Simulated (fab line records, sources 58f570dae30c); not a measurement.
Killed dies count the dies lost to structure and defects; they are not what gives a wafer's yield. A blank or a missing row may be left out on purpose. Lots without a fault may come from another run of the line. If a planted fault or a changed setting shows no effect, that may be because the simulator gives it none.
The tool behind it: which one? || flow berkeley cmos170 || Sampling: 14 lots, 42 wafers, 3 of 331 route steps

WHAT THE GAUGES SHOWED, per wafer
UCB170_PFIELD_OVL_MEAS_06.
{"lot": "L810", "measured": "day 4 04:59", "on": "overlay-01", "PFIELD_OVL (nm)": "-2 -4 -7"}
{"lot": "L812", "measured": "day 4 10:14", "on": "overlay-02", "PFIELD_OVL (nm)": "-5 3 -6"}
{"lot": "L813", "measured": "day 4 15:59", "on": "overlay-01", "PFIELD_OVL (nm)": "-8 -6 -10"}
{"lot": "L814", "measured": "day 4 16:17", "on": "overlay-01", "PFIELD_OVL (nm)": "-1 -5 3"}
{"lot": "L815", "measured": "day 5 01:07", "on": "overlay-02", "PFIELD_OVL (nm)": "3 -2 5"}
{"lot": "L816", "measured": "day 5 09:42", "on": "overlay-01", "PFIELD_OVL (nm)": "-5 -4 -1"}
{"lot": "L817", "measured": "day 5 22:02", "on": "overlay-02", "PFIELD_OVL (nm)": "0 -5 -5"}
{"lot": "L820", "measured": "day 6 07:36", "on": "overlay-01", "PFIELD_OVL (nm)": "-1 1 5"}
{"lot": "L823", "measured": "day 6 20:03", "on": "overlay-01", "PFIELD_OVL (nm)": "-11 -15 -8"}
{"lot": "L829", "measured": "day 8 13:31", "on": "overlay-01", "PFIELD_OVL (nm)": "5 5 9"}
{"lot": "L828", "measured": "day 8 13:45", "on": "overlay-01", "PFIELD_OVL (nm)": "-2 -8 -9"}
{"lot": "L831", "measured": "day 8 21:24", "on": "overlay-02", "PFIELD_OVL (nm)": "-3 7 -4"}
{"lot": "L833", "measured": "day 9 12:22", "on": "overlay-01", "PFIELD_OVL (nm)": "-9 -4 -4"}
{"lot": "L832", "measured": "day 9 12:23", "on": "overlay-01", "PFIELD_OVL (nm)": "-7 7 7"}

UCB170_M3_CD_MEAS_15: target cd 700 nm.
{"lot": "L810", "measured": "day 7 18:08", "on": "cd sem-01", "cd nm (nm)": "698.7 696.4 696.9"}
{"lot": "L812", "measured": "day 7 17:32", "on": "cd sem-01", "cd nm (nm)": "699.6 700.1 700.2"}
{"lot": "L813", "measured": "day 8 01:20", "on": "cd sem-01", "cd nm (nm)": "698.9 699.0 699.6"}
{"lot": "L814", "measured": "day 8 00:47", "on": "cd sem-02", "cd nm (nm)": "700.2 698.6 700.9"}
{"lot": "L815", "measured": "day 8 16:27", "on": "cd sem-02", "cd nm (nm)": "698.2 699.1 698.6"}
{"lot": "L816", "measured": "day 8 20:10", "on": "cd sem-02", "cd nm (nm)": "698.2 697.0 697.7"}
{"lot": "L817", "measured": "day 9 07:39", "on": "cd sem-02", "cd nm (nm)": "701.1 700.8 702.1"}
{"lot": "L820", "measured": "day 9 23:04", "on": "cd sem-01", "cd nm (nm)": "702.2 700.1 701.2"}
{"lot": "L823", "measured": "day 10 11:32", "on": "cd sem-01", "cd nm (nm)": "699.1 701.3 700.2"}
{"lot": "L829", "measured": "day 12 02:36", "on": "cd sem-01", "cd nm (nm)": "697.9 699.5 698.6"}
{"lot": "L828", "measured": "day 12 02:19", "on": "cd sem-01", "cd nm (nm)": "697.7 697.6 698.7"}
{"lot": "L831", "measured": "day 12 09:02", "on": "cd sem-01", "cd nm (nm)": "700.6 700.9 700.0"}
{"lot": "L833", "measured": "day 13 02:34", "on": "cd sem-02", "cd nm (nm)": "700.6 699.6 698.4"}
{"lot": "L832", "measured": "day 13 01:28", "on": "cd sem-02", "cd nm (nm)": "702.4 702.3 702.1"}

WHAT TOOL EACH LOT RAN ON (gives the tool, then ch and the chambers of the sampled wafers, and finally the start)
{"lot": "L810", "UCB170_M2_METAL_ETCH_18": "rie metal-02 ch 0,1, day 7 13:05"}
{"lot": "L812", "UCB170_M2_METAL_ETCH_18": "rie metal-04 ch 0,1, day 7 12:36"}
{"lot": "L813", "UCB170_M2_METAL_ETCH_18": "rie metal-02 ch 0,1, day 7 20:24"}
{"lot": "L814", "UCB170_M2_METAL_ETCH_18": "rie metal-04 ch 0,1, day 7 20:13"}
{"lot": "L815", "UCB170_M2_METAL_ETCH_18": "rie metal-03 ch 0,1, day 8 10:14"}
{"lot": "L816", "UCB170_M2_METAL_ETCH_18": "rie metal-02 ch 0,1, day 8 14:10"}
{"lot": "L817", "UCB170_M2_METAL_ETCH_18": "rie metal-02 ch 0, day 9 02:55"}
{"lot": "L820", "UCB170_M2_METAL_ETCH_18": "rie metal-02 ch 0,1, day 9 17:13"}
{"lot": "L823", "UCB170_M2_METAL_ETCH_18": "rie metal-02 ch 0,1, day 10 05:33"}
{"lot": "L829", "UCB170_M2_METAL_ETCH_18": "rie metal-04 ch 0,1, day 11 17:24"}
{"lot": "L828", "UCB170_M2_METAL_ETCH_18": "rie metal-03 ch 0,1, day 11 17:17"}
{"lot": "L831", "UCB170_M2_METAL_ETCH_18": "rie metal-04 ch 0,1, day 12 02:30"}
{"lot": "L833", "UCB170_M2_METAL_ETCH_18": "rie metal-03 ch 0,1, day 12 20:10"}
{"lot": "L832", "UCB170_M2_METAL_ETCH_18": "rie metal-03 ch 1, day 12 19:02"}
- UCB170_M2_METAL_ETCH_18: etches Al in Cl2/BCl3, stops on SiO2, target depth 1170 nm, time 195 s.

AS READ BY THE TOOLS THEMSELVES (means over the sampled wafers that have a number; for cases with no such wafer, the mark the record gives instead)
UCB170_M2_METAL_ETCH_18.
{"lot": "L810", "tool": "rie metal-02", "bias w (W)": 120.4, "chamber pressure mTorr (mTorr)": 12.005, "drypump motor current A (A)": 6.3, "oes product au (a.u.)": 0.850, "throttle valve pct (%)": 24.44}
{"lot": "L812", "tool": "rie metal-04", "bias w (W)": 119.9, "chamber pressure mTorr (mTorr)": 12.004, "drypump motor current A (A)": 5.6, "oes product au (a.u.)": 0.847, "throttle valve pct (%)": 24.34}
{"lot": "L813", "tool": "rie metal-02", "bias w (W)": 120.1, "chamber pressure mTorr (mTorr)": 12.004, "drypump motor current A (A)": 6.3, "oes product au (a.u.)": 0.854, "throttle valve pct (%)": 24.43}
{"lot": "L814", "tool": "rie metal-04", "bias w (W)": 119.5, "chamber pressure mTorr (mTorr)": 11.995, "drypump motor current A (A)": 5.7, "oes product au (a.u.)": 0.840, "throttle valve pct (%)": 24.35}
{"lot": "L815", "tool": "rie metal-03", "bias w (W)": 120.1, "chamber pressure mTorr (mTorr)": 12.001, "drypump motor current A (A)": 5.7, "oes product au (a.u.)": 0.856, "throttle valve pct (%)": 24.35}
{"lot": "L816", "tool": "rie metal-02", "bias w (W)": 119.9, "chamber pressure mTorr (mTorr)": 11.992, "drypump motor current A (A)": 6.0, "oes product au (a.u.)": 0.862, "throttle valve pct (%)": 24.27}
{"lot": "L817", "tool": "rie metal-02", "bias w (W)": 119.4, "chamber pressure mTorr (mTorr)": 12.011, "drypump motor current A (A)": 6.6, "oes product au (a.u.)": 0.843, "throttle valve pct (%)": 24.59}
{"lot": "L820", "tool": "rie metal-02", "bias w (W)": 120.3, "chamber pressure mTorr (mTorr)": 11.203, "drypump motor current A (A)": 6.3, "oes product au (a.u.)": 0.849, "throttle valve pct (%)": 24.43}
{"lot": "L823", "tool": "rie metal-02", "bias w (W)": 119.9, "chamber pressure mTorr (mTorr)": 10.406, "drypump motor current A (A)": 6.0, "oes product au (a.u.)": 0.866, "throttle valve pct (%)": 24.28}
{"lot": "L829", "tool": "rie metal-04", "bias w (W)": 119.8, "chamber pressure mTorr (mTorr)": 12.012, "drypump motor current A (A)": 5.3, "oes product au (a.u.)": 0.837, "throttle valve pct (%)": 24.34}
{"lot": "L828", "tool": "rie metal-03", "bias w (W)": 119.6, "chamber pressure mTorr (mTorr)": 12.001, "drypump motor current A (A)": 5.7, "oes product au (a.u.)": 0.851, "throttle valve pct (%)": 24.36}
{"lot": "L831", "tool": "rie metal-04", "bias w (W)": 119.9, "chamber pressure mTorr (mTorr)": 12.000, "drypump motor current A (A)": 5.6, "oes product au (a.u.)": 0.841, "throttle valve pct (%)": 24.35}
{"lot": "L833", "tool": "rie metal-03", "bias w (W)": 119.7, "chamber pressure mTorr (mTorr)": 11.990, "drypump motor current A (A)": 5.7, "oes product au (a.u.)": 0.862, "throttle valve pct (%)": 24.42}
{"lot": "L832", "tool": "rie metal-03", "bias w (W)": 120.3, "chamber pressure mTorr (mTorr)": 12.002, "drypump motor current A (A)": 5.6, "oes product au (a.u.)": 0.871, "throttle valve pct (%)": 24.29}

THE ANSWER, worked out from the rows above alone
Rule: usual is defined by the lots themselves. Put in order of their means at a reading, lots are off if they are a third of the lots or fewer, leave a main group of 4 or more, and stand apart from it by a gap of 3 or more times the standard deviation of the main group's means; of several such gaps the widest counts. A main group is skipped when, at the precision printed for the reading in the tables above, its means are all equal. Also off: a lot with no number at a reading for which 4 or more lots have one. All remaining lots with rows at the step are treated as sound. Order of review: gauges by route order, followed by the tools' own readings, for which a lot's mean as printed above is used. The first step at which some lot is off is used, and at that step the reading that is off furthest; a lot without a number counts as furthest.
Off: L820, L823, at UCB170_M2_METAL_ETCH_18 (chamber pressure mTorr). Main group: mean 12.001 mTorr, sd 0.0064.
If a tool, at that step or one of the process steps before it, ran each lot that is off and ran no sound lot following the first of them, it fits. One fits: UCB170_M2_METAL_ETCH_18 on rie metal-02. Its last sound lot is L817 (day 9 02:55), its first lot that is off L820 (day 9 17:13): a fault that began between those two fits.
On the lots that are off, the tool's own readings at UCB170_M2_METAL_ETCH_18 differ by more than 5 times the standard deviation of the sound lots' means, which bears it out; chamber pressure mTorr reads 10.805 mTorr there versus 12.001 mTorr on the sound lots.

WHAT HAD BEEN PUT IN BY THE SIMULATOR
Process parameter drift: rie metal-02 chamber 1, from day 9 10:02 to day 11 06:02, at UCB170_M2_METAL_ETCH_18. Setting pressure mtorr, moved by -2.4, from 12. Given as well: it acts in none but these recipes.
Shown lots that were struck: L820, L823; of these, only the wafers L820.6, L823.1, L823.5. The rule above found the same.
